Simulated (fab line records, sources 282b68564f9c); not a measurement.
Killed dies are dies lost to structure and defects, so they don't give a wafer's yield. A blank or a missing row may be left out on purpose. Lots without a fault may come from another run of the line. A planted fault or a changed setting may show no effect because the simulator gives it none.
A struck lot beside a sound one | flow rit_cmos | 16 steps out of a route of 202
Sound: wafers L486.3, L486.4, L486.6. Struck: wafers L498.1, L498.3, L498.6. The cause comes at the end.
At each step with rows: each side's tool, then ch and its chambers, then its first start. Under that, the readings that differ: sound wafers | struck wafers | difference of the means | sigmas: that difference in standard deviations of wafers without a fault.
alike: readings whose means differ by less than 2 such deviations, and words and numbers that are the same on both sides. not compared: withheld readings, readings that some wafer has no value for, bounds like >300 that may hide the same value, and numbers for which the record gives no deviation and whose values overlap.
The two part at a step that has a row with sigmas, a row that says differs or no value, or rows on one side only. Numbers that don't overlap but have no deviation are shown without sigmas and don't part them. A reading that every wafer of one side lacks parts them only if that side has two wafers or more.

RIT_ACTIVE_BOW_MEAS_00:
  sound on film_metro-01, day 2 06:02; struck on film_metro-03, day 4 18:00
  alike: INCOMING_BOW
then, 1 step without rows for these wafers: RIT_ACTIVE_OXIDATION_01 (target thk 46.8 nm, ox time 3360 s).
RIT_ACTIVE_THK_MEAS_02:
  sound on film_metro-03, day 2 08:04; struck on film_metro-02, day 4 20:03
  alike: ACTIVE_OXIDE_THK
then, 1 step without rows for these wafers: RIT_ACTIVE_CVD_03 (deposits Si3N4 from SiH2Cl2/NH3, target thk 150 nm, time 1500 s).
RIT_ACTIVE_THK_MEAS_04:
  sound on film_metro-01, day 2 09:33; struck on film_metro-01, day 4 21:32
  reading                 | sound             | struck            | difference | sigmas
  ACTIVE_NITRIDE_THK (nm) | 153.4 152.3 151.8 | 149.3 149.3 149.1 | -3.3       | -3
then, 3 steps without rows for these wafers: RIT_ACTIVE_HMDS_05 (prime time 60 s); RIT_ACTIVE_COAT_06 (resist thk 1000 nm); RIT_ACTIVE_SOFTBAKE_07 (time 60 s).
RIT_ACTIVE_EXPOSE_08: exposes mask M1, target cd 1400 nm.
  sound on iline_stepper-02 ch 0, day 2 10:05; struck on iline_stepper-02 ch 0, day 4 22:02
  reading              | sound                | struck               | difference | sigmas
  exposure_dose_mJ_cm2 | 224.96 224.75 225.34 | 219.73 219.75 219.49 | -5.36      | -21
  alike: mask
then, 2 steps without rows for these wafers: RIT_ACTIVE_PEB_09; RIT_ACTIVE_DEVELOP_10 (develop time 50 s).
RIT_ACTIVE_CD_MEAS_11: target cd 1400 nm.
  sound on cd_sem-01, day 2 10:29; struck on cd_sem-01, day 4 22:26
  reading    | sound                | struck               | difference | sigmas
  cd_nm (nm) | 1401.8 1403.2 1400.5 | 1333.6 1393.0 1370.6 | -36.1      | -18
then, 1 step without rows for these wafers: RIT_ACTIVE_HARDBAKE_12 (time 60 s).
RIT_ACTIVE_ETCH_13: etches Si3N4 in SF6, stops on SiO2, time 210 s, target depth 210 nm.
  sound on rie_diel-04 ch 1,2,3, day 2 10:43; struck on rie_diel-01 ch 0,2,3, day 4 22:43
  reading                 | sound          | struck         | difference | sigmas
  model.ACTIVE.cd_nm (nm) | 1402 1403 1401 | 1334 1393 1371 | -36        |
  alike: drypump_motor_current_A, oes_product_au, throttle_valve_pct
  not compared: rf_hours_counter_h
RIT_ACTIVE_STRIP_14: strips in O2, time 180 s.
  sound on plasma_asher-03 ch 0,1, day 2 10:54; struck on plasma_asher-04 ch 1, day 4 22:50
  alike: drypump_motor_current_A
  not compared: rf_hours_counter_h
RIT_M1_PROBE_99:
  the record has rows for the struck wafers here (prober-01, day 6 18:22) and none for the sound ones

WHERE THEY PART
First at RIT_ACTIVE_THK_MEAS_04; last, within this record, at RIT_M1_PROBE_99.

WHY: what the simulator had put in
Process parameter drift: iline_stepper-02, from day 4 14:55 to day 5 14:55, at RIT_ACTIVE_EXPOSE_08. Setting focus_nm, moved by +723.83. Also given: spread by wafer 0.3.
